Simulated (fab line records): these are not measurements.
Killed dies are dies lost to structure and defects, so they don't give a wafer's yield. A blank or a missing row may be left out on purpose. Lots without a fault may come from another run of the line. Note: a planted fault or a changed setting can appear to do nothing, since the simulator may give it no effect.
fab line records -- flow rit_cmos
[record] lots = 5, wafers = 23
route steps=202 shown GATE@95 NLDD@111 PLDD@115 SPACER@128 NSD@139 PSD@150 SDANNEAL@155 M1@188
start_h: hours from the record's first day to the start of the lot's first wafer shown -- wait_h: how many hours have passed since the lot's step before this one -- " the same as in the row above -- L1.1+2: several wafers, shown together as one row -- - no value present, or no start provided -- * or withheld: withheld -- < > ~ a bound
route shown NAME@n: names a module that has steps shown in the file, with the first one's number in the route -- usual: mean and standard deviation over wafers with no fault -- same: alike in all rows -- chamber/n: place in a boat -- sites: readings site by site -- _std_site: their standard deviation -- _edge_site: mean of outer sites minus mean of inner sites -- radius_mm: how far each site lies from the wafer's centre -- mask NAME#n: copy n -- behind: tool/chamber where the wafer was last shaped -- hold: reason for holding the lot/hours on hold/outcome of the hold -- device: transistor that didn't switch, given as n, p or np -- end of line: the same wafers' tests at the end of the route -- a step without rows: its recipe alone -- killed: dies that structure and defects cost at the first sort, which is not the same as the wafer's yield -- map: a wafer's dies, x killed, . not, _ none there
set.NAME: the setting that was run; set.NAME@STEP: the one run at that earlier step -- model.NAME: the simulator's own value behind a step, which no gauge read
lots with deliberately changed settings; one table per step, one row per wafer
[[steps]]
[step RIT_GATE_ETCH_19]
[recipe] chemistry = SF6/CHF3/O2, time_s = 165, SF6_flow_sccm = 30, CHF3_flow_sccm = 30, O2_flow_sccm = 5, target = poly-Si, pressure_mtorr = 40, rf_w = 160, target_depth_a = 3125, over_etch_frac = 0.25, stop_on = SiO2
[usual] oes_product_au = 0.845/0.017
lot.wafer,tool,chamber,start_h,wait_h,set.time_s,oes_product_au
L078.2,rie_si-01,3,57.53,0.1,165,0.821
L078.3,rie_si-01,0,57.53,0.1,145.4,0.893
L078.4,rie_si-01,2,57.53,0.1,165,0.845
L078.5,rie_si-01,3,57.53,0.1,165,0.826
L078.6,rie_si-01,0,57.53,0.1,145.4,0.905
L080.2,rie_si-01,3,66.44,0.1,165,0.837
L080.4,rie_si-01,0,66.44,0.1,165,0.834
L080.6,rie_si-01,3,66.44,0.1,165,0.833
L082.1,rie_si-01,0,76.64,0.1,165,0.853
L082.2,rie_si-01,2,76.64,0.1,144.5,0.947
L082.3,rie_si-01,3,76.64,0.1,144.5,0.932
L082.4,rie_si-01,1,76.64,0.1,165,0.884
L082.5,rie_si-01,0,76.64,0.1,165,0.841
L083.1,rie_si-02,3,82.16,0.1,165,0.839
L083.2,rie_si-02,1,82.16,0.1,165,0.857
L083.3,rie_si-02,0,82.16,0.1,165,0.867
L083.4,rie_si-02,2,82.16,0.1,165,0.833
L083.6,rie_si-02,2,82.16,0.1,165,0.831
L084.2,rie_si-01,1,86.25,0.1,165,0.878
L084.3,rie_si-01,0,86.25,0.1,143.9,0.916
L084.4,rie_si-01,1,86.25,0.1,165,0.881
L084.5,rie_si-01,3,86.25,0.1,143.9,0.924
L084.6,rie_si-01,0,86.25,0.1,143.9,0.921
[step RIT_NLDD_IMPLANT_08]
[recipe] species = P, energy_kev = 20, dose_cm2 = 5e+14, tilt_deg = 7
lot.wafer,tool,chamber,start_h,wait_h,set.energy_kev,model.implant.rp_nm,model.implant.drp_nm
L078.2+4,implanter-03,0,62.84,0.1,18.95,27.01,12.55
L078.3+5+6,implanter-03,0,62.84,0.1,20,28.01,12.97
L080.2+4+6,implanter-02,0,71.00,0.1,20,27.26,12.97
L082.1+2+5,implanter-01,0,81.19,0.1,20,27.76,12.97
L082.3+4,implanter-01,0,81.19,0.1,20.71,28.42,13.24
L083.1+2+6,implanter-01,0,86.74,0.1,20,28.19,12.97
L083.3+4,implanter-01,0,86.74,0.1,20.9,29.04,13.32
L084.2+6,implanter-01,0,91.06,0.1,20,26.99,12.97
L084.3+4+5,implanter-01,0,91.06,0.1,19.23,26.28,12.66
[step RIT_NLDD_STRIP_09]
[recipe] chemistry = O2, time_s = 180, resist = NOVOLAK, platen_temp_c = withheld, power_w = 500, pressure_mtorr = 4000, o2_flow_sccm = 4000
[step RIT_NLDD_TW_MEAS_10]
[usual] NLDD_TW = 2443/10
lot.wafer,tool,chamber,start_h,wait_h,set.energy_kev@NLDD_IMPLANT_08,NLDD_TW
L078.2,film_metro-03,-,63.15,0.1,18.95,2414
L078.3,film_metro-03,-,63.15,0.1,20,2442
L078.4,film_metro-03,-,63.15,0.1,18.95,2413
L078.5,film_metro-03,-,63.15,0.1,20,2442
L078.6,film_metro-03,-,63.15,0.1,20,2451
L080.2,film_metro-02,-,71.31,0.1,20,2442
L080.4,film_metro-02,-,71.31,0.1,20,2440
L080.6,film_metro-02,-,71.31,0.1,20,2449
L082.1,film_metro-02,-,81.51,0.1,20,2450
L082.2,film_metro-02,-,81.51,0.1,20,2462
L082.3,film_metro-02,-,81.51,0.1,20.71,2482
L082.4,film_metro-02,-,81.51,0.1,20.71,2474
L082.5,film_metro-02,-,81.51,0.1,20,2448
L083.1,film_metro-02,-,87.06,0.1,20,2456
L083.2,film_metro-02,-,87.06,0.1,20,2470
L083.3,film_metro-02,-,87.06,0.1,20.9,2477
L083.4,film_metro-02,-,87.06,0.1,20.9,2489
L083.6,film_metro-02,-,87.06,0.1,20,2452
L084.2,film_metro-03,-,91.37,0.1,20,2424
L084.3,film_metro-03,-,91.37,0.1,19.23,2405
L084.4,film_metro-03,-,91.37,0.1,19.23,2401
L084.5,film_metro-03,-,91.37,0.1,19.23,2396
L084.6,film_metro-03,-,91.37,0.1,20,2439
[step RIT_PLDD_COAT_01]
[recipe] resist = NOVOLAK, spin_rpm = 3250, resist_thk_nm = 1000
lot.wafer,tool,chamber,start_h,wait_h,set.spin_rpm,model.NOVOLAK_of_PLDD_COAT_01.thk_nm
L078.2,litho_track-03,0,63.38,0.1,3421,974.6
L078.3,litho_track-03,0,63.38,0.1,3421,978.3
L078.4,litho_track-03,0,63.38,0.1,3250,1002
L078.5,litho_track-03,0,63.38,0.1,3421,977.2
L078.6,litho_track-03,0,63.38,0.1,3250,1001
L080.2+4,litho_track-02,0,71.54,0.1,3250,1001
L080.6,litho_track-02,0,71.54,0.1,3250,1000
L082.1,litho_track-03,0,81.72,0.1,3335,983.7
L082.2,litho_track-03,0,81.72,0.1,3335,982.2
L082.3,litho_track-03,0,81.72,0.1,3250,997
L082.4,litho_track-03,0,81.72,0.1,3250,995.3
L082.5,litho_track-03,0,81.72,0.1,3250,997.6
L083.1,litho_track-03,0,87.27,0.1,3250,1003
L083.2+3,litho_track-03,0,87.27,0.1,3250,1002
L083.4,litho_track-03,0,87.27,0.1,3379,980.8
L083.6,litho_track-03,0,87.27,0.1,3379,983.2
L084.2+4,litho_track-01,0,91.63,0.1,3250,1002
L084.3,litho_track-01,0,91.63,0.1,3464,969.9
L084.5,litho_track-01,0,91.63,0.1,3250,1001
L084.6,litho_track-01,0,91.63,0.1,3464,968.3
[step RIT_PLDD_SOFTBAKE_02]
[recipe] resist = NOVOLAK, temp_c = 90, time_s = 60
[step RIT_PLDD_EXPOSE_03]
[recipe] mask_id = M8, na = 0.57, target_cd_nm = 40900, dose_mj = 250
[step RIT_PLDD_DEVELOP_05]
[recipe] resist = NOVOLAK, develop_time_s = 50, dev_temp_c = 23
[step RIT_PLDD_HARDBAKE_07]
[recipe] resist = NOVOLAK, temp_c = 140, time_s = 60
lot.wafer,tool,chamber,start_h,wait_h,set.spin_rpm@PLDD_COAT_01,model.NOVOLAK_of_PLDD_COAT_01.thk_nm
L078.2,litho_track-03,0,64.24,0.0,3421,861.6
L078.3,litho_track-03,0,64.24,0.0,3421,864.8
L078.4,litho_track-03,0,64.24,0.0,3250,885.6
L078.5,litho_track-03,0,64.24,0.0,3421,863.9
L078.6,litho_track-03,0,64.24,0.0,3250,884.8
L080.2,litho_track-02,0,72.51,0.0,3250,884.7
L080.4,litho_track-02,0,72.51,0.0,3250,884.5
L080.6,litho_track-02,0,72.51,0.0,3250,884
L082.1,litho_track-01,0,82.58,0.0,3335,869.6
L082.2,litho_track-01,0,82.58,0.0,3335,868.2
L082.3,litho_track-01,0,82.58,0.0,3250,881.2
L082.4,litho_track-01,0,82.58,0.0,3250,879.7
L082.5,litho_track-01,0,82.58,0.0,3250,881.6
L083.1,litho_track-01,0,88.01,0.0,3250,886.4
L083.2+3,litho_track-01,0,88.01,0.0,3250,885.1
L083.4,litho_track-01,0,88.01,0.0,3379,867
L083.6,litho_track-01,0,88.01,0.0,3379,869.1
L084.2,litho_track-03,0,92.49,0.0,3250,885.6
L084.3,litho_track-03,0,92.49,0.0,3464,857.5
L084.4,litho_track-03,0,92.49,0.0,3250,885.3
L084.5,litho_track-03,0,92.49,0.0,3250,884.9
L084.6,litho_track-03,0,92.49,0.0,3464,856
[step RIT_PLDD_IMPLANT_08]
[recipe] species = BF2, energy_kev = 20, dose_cm2 = 9e+14, tilt_deg = 7
lot.wafer,tool,chamber,start_h,wait_h,set.energy_kev,model.implant.rp_nm,model.implant.drp_nm
L078.2+5,implanter-01,0,64.39,0.1,18.85,16.41,9.354
L078.3+4+6,implanter-01,0,64.39,0.1,20,17.18,9.752
L080.2+4+6,implanter-04,0,72.66,0.1,20,17.81,9.752
L082.1+3,implanter-01,0,82.73,0.1,20,17.59,9.752
L082.2+4+5,implanter-01,0,82.73,0.1,20.88,18.19,10.05
L083.1+2+3+4+6,implanter-01,0,88.16,0.1,20,17.28,9.752
L084.2+3,implanter-04,0,92.64,0.1,20,17.2,9.752
L084.4+5+6,implanter-04,0,92.64,0.1,18.85,16.42,9.354
[step RIT_PLDD_STRIP_09]
[recipe] chemistry = O2, time_s = 180, resist = NOVOLAK, platen_temp_c = withheld, power_w = 500, pressure_mtorr = 4000, o2_flow_sccm = 4000
[step RIT_PLDD_TW_MEAS_10]
[usual] PLDD_TW = 2300/8.3
lot.wafer,tool,chamber,start_h,wait_h,set.energy_kev@PLDD_IMPLANT_08,PLDD_TW
L078.2,film_metro-03,-,64.70,0.1,18.85,2253
L078.3,film_metro-03,-,64.70,0.1,20,2292
L078.4,film_metro-03,-,64.70,0.1,20,2302
L078.5,film_metro-03,-,64.70,0.1,18.85,2268
L078.6,film_metro-03,-,64.70,0.1,20,2299
L080.2,film_metro-03,-,72.97,0.1,20,2301
L080.4,film_metro-03,-,72.97,0.1,20,2300
L080.6,film_metro-03,-,72.97,0.1,20,2306
L082.1,film_metro-03,-,83.06,0.1,20,2307
L082.2,film_metro-03,-,83.06,0.1,20.88,2317
L082.3,film_metro-03,-,83.06,0.1,20,2292
L082.4,film_metro-03,-,83.06,0.1,20.88,2330
L082.5,film_metro-03,-,83.06,0.1,20.88,2331
L083.1,film_metro-03,-,88.48,0.1,20,2289
L083.2,film_metro-03,-,88.48,0.1,20,2299
L083.3,film_metro-03,-,88.48,0.1,20,2286
L083.4,film_metro-03,-,88.48,0.1,20,2297
L083.6,film_metro-03,-,88.48,0.1,20,2290
L084.2,film_metro-03,-,92.95,0.1,20,2301
L084.3,film_metro-03,-,92.95,0.1,20,2290
L084.4,film_metro-03,-,92.95,0.1,18.85,2255
L084.5,film_metro-03,-,92.95,0.1,18.85,2254
L084.6,film_metro-03,-,92.95,0.1,18.85,2261
[step RIT_SPACER_CVD_03]
[recipe] material = Si3N4, target_thk_nm = 250, temp_c = 810, precursor = SiH2Cl2/NH3, time_s = 3300, pressure_mtorr = 300, sih2cl2_flow_sccm = 60, nh3_flow_sccm = 150
lot.wafer,tool,chamber,start_h,wait_h,set.pressure_mtorr,model.Si3N4_of_SPACER_CVD_03.thk_nm
L078.2,-,-,-,0.0,320,253.8
L078.3,-,-,-,0.0,320,254.6
L078.4,-,-,-,0.0,320,255
L078.5,-,-,-,0.0,320,256.5
L078.6,-,-,-,0.0,320,253.9
L080.2,lpcvd-01,1,73.39,0.0,300,249.4
L080.4,lpcvd-01,1,73.39,0.0,300,251.7
L080.6,lpcvd-01,1,73.39,0.0,300,251.6
L082.1+2,-,-,-,0.0,265.6,242.2
L082.3,-,-,-,0.0,265.6,241.7
L082.4,-,-,-,0.0,265.6,243.3
L082.5,-,-,-,0.0,265.6,242.8
L083.1,-,-,-,0.0,284.1,246.6
L083.2,-,-,-,0.0,284.1,245.3
L083.3,-,-,-,0.0,284.1,246.9
L083.4,-,-,-,0.0,284.1,246.4
L083.6,-,-,-,0.0,284.1,245.5
L084.2,-,-,-,0.0,325.7,257.8
L084.3,-,-,-,0.0,325.7,260.2
L084.4,-,-,-,0.0,325.7,256.2
L084.5,-,-,-,0.0,325.7,261
L084.6,-,-,-,0.0,325.7,259.6
[step RIT_SPACER_THK_MEAS_04]
[recipe] reads = Si3N4_of_SPACER_CVD_03
[usual] SPACER_NITRIDE_THK = 250.9/2.4
lot.wafer,tool,chamber,start_h,wait_h,set.pressure_mtorr@SPACER_CVD_03,SPACER_NITRIDE_THK[nm]
L078.2,film_metro-04,-,-,-,320,253.9
L078.3,film_metro-04,-,-,-,320,254.4
L078.4,film_metro-04,-,-,-,320,255.0
L078.5,film_metro-04,-,-,-,320,256.5
L078.6,film_metro-04,-,-,-,320,253.9
L080.2,film_metro-04,-,75.31,0.0,300,249.5
L080.4,film_metro-04,-,75.31,0.0,300,251.7
L080.6,film_metro-04,-,75.31,0.0,300,251.7
L082.1,film_metro-03,-,-,-,265.6,242.1
L082.2,film_metro-03,-,-,-,265.6,242.0
L082.3,film_metro-03,-,-,-,265.6,241.5
L082.4,film_metro-03,-,-,-,265.6,243.4
L082.5,film_metro-03,-,-,-,265.6,242.8
L083.1,film_metro-04,-,-,-,284.1,246.6
L083.2,film_metro-04,-,-,-,284.1,245.1
L083.3,film_metro-04,-,-,-,284.1,246.5
L083.4,film_metro-04,-,-,-,284.1,246.4
L083.6,film_metro-04,-,-,-,284.1,245.5
L084.2,film_metro-04,-,-,-,325.7,257.8
L084.3,film_metro-04,-,-,-,325.7,260.2
L084.4,film_metro-04,-,-,-,325.7,256.0
L084.5,film_metro-04,-,-,-,325.7,261.2
L084.6,film_metro-04,-,-,-,325.7,259.6
[step RIT_SPACER_ETCHBACK_05]
[recipe] target_depth_a = 2500, SF6_flow_sccm = 30, CHF3_flow_sccm = 30, target = Si3N4, chemistry = SF6/CHF3, pressure_mtorr = 40, rf_w = 250, time_s = 240, stop_on = SiO2
lot.wafer,tool,chamber,start_h,wait_h,set.pressure_mtorr@SPACER_CVD_03,model.etch.depth_nm,model.Si3N4_of_SPACER_CVD_03.thk_nm
L078.2,rie_diel-02,0,67.11,0.0,320,253.8,199.5
L078.3,rie_diel-02,1,67.11,0.0,320,254.6,199
L078.4,rie_diel-02,2,67.11,0.0,320,255,200.4
L078.5,rie_diel-02,3,67.11,0.0,320,256.5,201.3
L078.6,rie_diel-02,0,67.11,0.0,320,253.9,199.3
L080.2,rie_diel-01,0,75.36,0.0,300,249.4,194.9
L080.4,rie_diel-01,2,75.36,0.0,300,251.7,197.1
L080.6,rie_diel-01,0,75.36,0.0,300,251.6,196.8
L082.1,rie_diel-03,0,85.67,0.1,265.6,242.2,190.2
L082.2,rie_diel-03,3,85.67,0.1,265.6,242.2,189.3
L082.3,rie_diel-03,1,85.67,0.1,265.6,241.7,188.3
L082.4,rie_diel-03,2,85.67,0.1,265.6,243.3,190.6
L082.5,rie_diel-03,3,85.67,0.1,265.6,242.8,189.6
L083.1,rie_diel-02,3,90.90,0.1,284.1,246.6,192.5
L083.2,rie_diel-02,2,90.90,0.1,284.1,245.3,192.1
L083.3,rie_diel-02,0,90.90,0.1,284.1,246.9,193.6
L083.4,rie_diel-02,1,90.90,0.1,284.1,246.4,192.3
L083.6,rie_diel-02,3,90.90,0.1,284.1,245.5,191.4
L084.2,rie_diel-01,1,95.38,0.0,325.7,257.8,202.4
L084.3,rie_diel-01,3,95.38,0.0,325.7,260.2,204.7
L084.4,rie_diel-01,0,95.38,0.0,325.7,256.2,201.2
L084.5,rie_diel-01,2,95.38,0.0,325.7,261,204.7
L084.6,rie_diel-01,1,95.38,0.0,325.7,259.6,203.9
[step RIT_NSD_IMPLANT_08]
[recipe] species = P, energy_kev = 25, dose_cm2 = 1e+15, tilt_deg = 7
lot.wafer,tool,chamber,start_h,wait_h,set.dose_cm2
L078.2+4+6,implanter-02,0,68.32,0.1,1.02e+15
L078.3+5,implanter-02,0,68.32,0.1,1e+15
L080.2+4+6,implanter-01,0,76.72,0.1,1e+15
L082.1+3+5,implanter-04,0,86.98,0.1,1e+15
L082.2+4,implanter-04,0,86.98,0.1,9.8e+14
L083.1+6,implanter-01,0,92.09,0.1,1e+15
L083.2+3+4,implanter-01,0,92.09,0.1,1.055e+15
L084.2+3+4,implanter-02,0,96.89,0.1,9.438e+14
L084.5+6,implanter-02,0,96.89,0.1,1e+15
[step RIT_PSD_IMPLANT_08]
[recipe] species = BF2, energy_kev = 27, dose_cm2 = 5e+15, tilt_deg = 7
lot.wafer,tool,chamber,start_h,wait_h,set.energy_kev,model.implant.rp_nm,model.implant.drp_nm
L078.2+3+4+5+6,implanter-04,0,69.89,0.1,27,21.69,12.05
L080.2+4+6,implanter-03,0,78.27,0.1,27,21.86,12.05
L082.1+3+4,implanter-04,0,88.52,0.1,25.69,20.76,11.63
L082.2+5,implanter-04,0,88.52,0.1,27,21.61,12.05
L083.1+2+4,implanter-03,0,93.51,0.1,27.42,22.56,12.18
L083.3+6,implanter-03,0,93.51,0.1,27,22.28,12.05
L084.2+4,implanter-04,0,98.32,0.1,27,21.69,12.05
L084.3+5+6,implanter-04,0,98.32,0.1,25.9,20.98,11.7
[step RIT_PSD_STRIP_09]
[recipe] chemistry = O2, time_s = 180, resist = NOVOLAK, platen_temp_c = withheld, power_w = 500, pressure_mtorr = 4000, o2_flow_sccm = 4000
[step RIT_SDANNEAL_CLEAN_02]
[recipe] chemistry = SC2, mix = 3:3:50, time_s = 600, temp_c = 75, dry = n2_spin
[step RIT_SDANNEAL_RTA_03]
[recipe] temp_c = 1050, time_s = 5, idle_temp_c = 600, ramp_up_c_per_s = 342, ramp_down_c_per_s = 171, cool_to_c = 600, ambient = N2
[step RIT_SDANNEAL_RS_MEAS_04]
[recipe] thk_meas_gauge = four-point-probe
[usual] PSD_RS = 115.95/0.28
lot.wafer,tool,chamber,start_h,wait_h,set.energy_kev@PSD_IMPLANT_08,PSD_RS[ohm/sq]
L078.2,film_metro-02,-,70.70,0.1,27,115.62
L078.3,film_metro-02,-,70.70,0.1,27,115.89
L078.4,film_metro-02,-,70.70,0.1,27,115.54
L078.5,film_metro-02,-,70.70,0.1,27,115.94
L078.6,film_metro-02,-,70.70,0.1,27,115.70
L080.2,film_metro-02,-,79.09,0.1,27,116.09
L080.4,film_metro-02,-,79.09,0.1,27,116.06
L080.6,film_metro-02,-,79.09,0.1,27,115.96
L082.1,film_metro-02,-,89.33,0.0,25.69,118.99
L082.2,film_metro-02,-,89.33,0.0,27,116.19
L082.3,film_metro-02,-,89.33,0.0,25.69,118.84
L082.4,film_metro-02,-,89.33,0.0,25.69,118.75
L082.5,film_metro-02,-,89.33,0.0,27,115.69
L083.1,film_metro-03,-,94.32,0.0,27.42,114.87
L083.2,film_metro-03,-,94.32,0.0,27.42,115.05
L083.3,film_metro-03,-,94.32,0.0,27,115.97
L083.4,film_metro-03,-,94.32,0.0,27.42,115.21
L083.6,film_metro-03,-,94.32,0.0,27,116.04
L084.2,film_metro-03,-,99.12,0.1,27,115.30
L084.3,film_metro-03,-,99.12,0.1,25.9,118.08
L084.4,film_metro-03,-,99.12,0.1,27,115.50
L084.5,film_metro-03,-,99.12,0.1,25.9,118.11
L084.6,film_metro-03,-,99.12,0.1,25.9,118.43
[step RIT_SDANNEAL_RS_MEAS_05]
[recipe] thk_meas_gauge = four-point-probe
[usual] NSD_RS = 84.51/0.19
lot.wafer,tool,chamber,start_h,wait_h,set.dose_cm2@NSD_IMPLANT_08,NSD_RS[ohm/sq]
L078.2,film_metro-02,-,70.82,0.1,1.02e+15,82.94
L078.3,film_metro-02,-,70.82,0.1,1e+15,84.37
L078.4,film_metro-02,-,70.82,0.1,1.02e+15,82.95
L078.5,film_metro-02,-,70.82,0.1,1e+15,84.31
L078.6,film_metro-02,-,70.82,0.1,1.02e+15,83.20
L080.2,film_metro-02,-,79.21,0.1,1e+15,84.59
L080.4,film_metro-02,-,79.21,0.1,1e+15,84.50
L080.6,film_metro-02,-,79.21,0.1,1e+15,84.43
L082.1,film_metro-02,-,89.45,0.1,1e+15,84.46
L082.2,film_metro-02,-,89.45,0.1,9.8e+14,85.96
L082.3,film_metro-02,-,89.45,0.1,1e+15,84.54
L082.4,film_metro-02,-,89.45,0.1,9.8e+14,86.17
L082.5,film_metro-02,-,89.45,0.1,1e+15,84.79
L083.1,film_metro-03,-,94.44,0.1,1e+15,84.61
L083.2,film_metro-03,-,94.44,0.1,1.055e+15,81.02
L083.3,film_metro-03,-,94.44,0.1,1.055e+15,81.09
L083.4,film_metro-03,-,94.44,0.1,1.055e+15,81.23
L083.6,film_metro-03,-,94.44,0.1,1e+15,84.44
L084.2,film_metro-03,-,99.24,0.1,9.438e+14,88.46
L084.3,film_metro-03,-,99.24,0.1,9.438e+14,88.77
L084.4,film_metro-03,-,99.24,0.1,9.438e+14,88.40
L084.5,film_metro-03,-,99.24,0.1,1e+15,84.46
L084.6,film_metro-03,-,99.24,0.1,1e+15,84.53
[step RIT_SDANNEAL_RS_MEAS_06]
[recipe] thk_meas_gauge = four-point-probe
[usual] PLDD_RS = 178.8/0.54
lot.wafer,tool,chamber,start_h,wait_h,set.energy_kev@PLDD_IMPLANT_08,PLDD_RS[ohm/sq]
L078.2,film_metro-02,-,70.94,0.1,18.85,182.0
L078.3,film_metro-02,-,70.94,0.1,20,179.2
L078.4,film_metro-02,-,70.94,0.1,20,178.5
L078.5,film_metro-02,-,70.94,0.1,18.85,182.5
L078.6,film_metro-02,-,70.94,0.1,20,178.7
L080.2,film_metro-02,-,79.33,0.1,20,178.3
L080.4,film_metro-02,-,79.33,0.1,20,178.1
L080.6,film_metro-02,-,79.33,0.1,20,178.2
L082.1,film_metro-02,-,89.57,0.1,20,178.4
L082.2,film_metro-02,-,89.57,0.1,20.88,175.9
L082.3,film_metro-02,-,89.57,0.1,20,178.2
L082.4,film_metro-02,-,89.57,0.1,20.88,175.5
L082.5,film_metro-02,-,89.57,0.1,20.88,175.9
L083.1,film_metro-03,-,94.56,0.1,20,178.8
L083.2,film_metro-03,-,94.56,0.1,20,178.7
L083.3,film_metro-03,-,94.56,0.1,20,179.6
L083.4,film_metro-03,-,94.56,0.1,20,179.0
L083.6,film_metro-03,-,94.56,0.1,20,179.3
L084.2,film_metro-03,-,99.36,0.1,20,178.4
L084.3,film_metro-03,-,99.36,0.1,20,178.6
L084.4,film_metro-03,-,99.36,0.1,18.85,182.6
L084.5,film_metro-03,-,99.36,0.1,18.85,182.5
L084.6,film_metro-03,-,99.36,0.1,18.85,182.4
[step RIT_M1_COAT_04]
[recipe] resist = NOVOLAK, spin_rpm = 2000, resist_thk_nm = 1300
lot.wafer,tool,chamber,start_h,wait_h,set.spin_rpm,model.NOVOLAK_of_M1_COAT_04.thk_nm
L078.2+4,litho_track-02,0,74.62,0.1,2000,1307
L078.3,litho_track-02,0,74.62,0.1,2000,1308
L078.5,litho_track-02,0,74.62,0.1,2000,1304
L078.6,litho_track-02,0,74.62,0.1,2000,1310
L080.2+4,litho_track-01,0,83.28,0.1,2000,1296
L080.6,litho_track-01,0,83.28,0.1,2000,1302
L082.1,litho_track-01,0,93.50,0.1,2000,1299
L082.2,litho_track-01,0,93.50,0.1,2000,1294
L082.3,litho_track-01,0,93.50,0.1,2000,1300
L082.4,litho_track-01,0,93.50,0.1,2122,1263
L082.5,litho_track-01,0,93.50,0.1,2122,1261
L083.1,litho_track-01,0,98.19,0.1,2000,1298
L083.2,litho_track-01,0,98.19,0.1,2115,1263
L083.3,litho_track-01,0,98.19,0.1,2000,1299
L083.4,litho_track-01,0,98.19,0.1,2115,1261
L083.6,litho_track-01,0,98.19,0.1,2000,1297
L084.2,litho_track-01,0,103.12,0.1,2000,1301
L084.3,litho_track-01,0,103.12,0.1,2143,1260
L084.4,litho_track-01,0,103.12,0.1,2143,1261
L084.5,litho_track-01,0,103.12,0.1,2143,1262
L084.6,litho_track-01,0,103.12,0.1,2000,1305
[step RIT_M1_SOFTBAKE_05]
[recipe] resist = NOVOLAK, temp_c = 90, time_s = 60
lot.wafer,tool,chamber,start_h,wait_h,set.temp_c,set.spin_rpm@M1_COAT_04,model.NOVOLAK_of_M1_COAT_04.thk_nm
L078.2+4,litho_track-02,0,74.77,0.1,90,2000,1307
L078.3,litho_track-02,0,74.77,0.1,90,2000,1308
L078.5,litho_track-02,0,74.77,0.1,90,2000,1304
L078.6,litho_track-02,0,74.77,0.1,90,2000,1310
L080.2+4,litho_track-01,0,83.43,0.1,90,2000,1296
L080.6,litho_track-01,0,83.43,0.1,90,2000,1302
L082.1,litho_track-01,0,93.65,0.1,92.93,2000,1289
L082.2,litho_track-01,0,93.65,0.1,90,2000,1294
L082.3,litho_track-01,0,93.65,0.1,92.93,2000,1290
L082.4,litho_track-01,0,93.65,0.1,92.93,2122,1253
L082.5,litho_track-01,0,93.65,0.1,90,2122,1261
L083.1,litho_track-01,0,98.34,0.1,90,2000,1298
L083.2,litho_track-01,0,98.34,0.1,90,2115,1263
L083.3,litho_track-01,0,98.34,0.1,86.53,2000,1299
L083.4,litho_track-01,0,98.34,0.1,90,2115,1261
L083.6,litho_track-01,0,98.34,0.1,86.53,2000,1297
L084.2,litho_track-01,0,103.27,0.1,90,2000,1301
L084.3,litho_track-01,0,103.27,0.1,90,2143,1260
L084.4,litho_track-01,0,103.27,0.1,90,2143,1261
L084.5,litho_track-01,0,103.27,0.1,90,2143,1262
L084.6,litho_track-01,0,103.27,0.1,90,2000,1305
[[key]]
[split] step = RIT_GATE_ETCH_19, setting = time_s, stated = 165, by = wafer
[response] step = RIT_GATE_ETCH_19, reading = oes_product_au, change = -0.00507, per = 1%, r = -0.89
[split] step = RIT_NLDD_IMPLANT_08, setting = energy_kev, stated = 20, by = wafer
[response] step = RIT_NLDD_IMPLANT_08, reading = model.implant.rp_nm, change = +0.188, per = 1%, r = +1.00
[response] step = RIT_NLDD_IMPLANT_08, reading = model.implant.drp_nm, change = +0.0784, per = 1%, r = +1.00
[response] step = RIT_NLDD_TW_MEAS_10, reading = NLDD_TW, change = +6.38, per = 1%, r = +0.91
[split] step = RIT_PLDD_COAT_01, setting = spin_rpm, stated = 3250, by = wafer
[response] step = RIT_PLDD_COAT_01, reading = model.NOVOLAK_of_PLDD_COAT_01.thk_nm, change = -4.92, per = 1%, r = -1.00
[response] step = RIT_PLDD_HARDBAKE_07, reading = model.NOVOLAK_of_PLDD_COAT_01.thk_nm, change = -4.3, per = 1%, r = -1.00
[split] step = RIT_PLDD_IMPLANT_08, setting = energy_kev, stated = 20, by = wafer
[response] step = RIT_PLDD_IMPLANT_08, reading = model.implant.rp_nm, change = +0.135, per = 1%, r = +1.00
[response] step = RIT_PLDD_IMPLANT_08, reading = model.implant.drp_nm, change = +0.0689, per = 1%, r = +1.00
[response] step = RIT_PLDD_TW_MEAS_10, reading = PLDD_TW, change = +6.47, per = 1%, r = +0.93
[response] step = RIT_SDANNEAL_RS_MEAS_06, reading = PLDD_RS, change = -0.632, per = 1%, r = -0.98
[split] step = RIT_SPACER_CVD_03, setting = pressure_mtorr, stated = 300, by = lot
[response] step = RIT_SPACER_CVD_03, reading = model.Si3N4_of_SPACER_CVD_03.thk_nm, change = +0.782, per = 1%, r = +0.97
[response] step = RIT_SPACER_THK_MEAS_04, reading = SPACER_NITRIDE_THK, change = +0.786, per = 1%, r = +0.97
[response] step = RIT_SPACER_ETCHBACK_05, reading = model.etch.depth_nm, change = +0.782, per = 1%, r = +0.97
[response] step = RIT_SPACER_ETCHBACK_05, reading = model.Si3N4_of_SPACER_CVD_03.thk_nm, change = +0.658, per = 1%, r = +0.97
[split] step = RIT_NSD_IMPLANT_08, setting = dose_cm2, stated = 1e+15, by = wafer
[response] step = RIT_SDANNEAL_RS_MEAS_05, reading = NSD_RS, change = -0.674, per = 1%, r = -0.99
[split] step = RIT_PSD_IMPLANT_08, setting = energy_kev, stated = 27, by = wafer
[response] step = RIT_PSD_IMPLANT_08, reading = model.implant.rp_nm, change = +0.175, per = 1%, r = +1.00
[response] step = RIT_PSD_IMPLANT_08, reading = model.implant.drp_nm, change = +0.0854, per = 1%, r = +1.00
[response] step = RIT_SDANNEAL_RS_MEAS_04, reading = PSD_RS, change = -0.637, per = 1%, r = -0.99
[split] step = RIT_M1_COAT_04, setting = spin_rpm, stated = 2000, by = wafer
[response] step = RIT_M1_COAT_04, reading = model.NOVOLAK_of_M1_COAT_04.thk_nm, change = -5.97, per = 1%, r = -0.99
[response] step = RIT_M1_SOFTBAKE_05, reading = model.NOVOLAK_of_M1_COAT_04.thk_nm, change = -5.88, per = 1%, r = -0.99
[split] step = RIT_M1_SOFTBAKE_05, setting = temp_c, stated = 90, by = wafer
response none clear
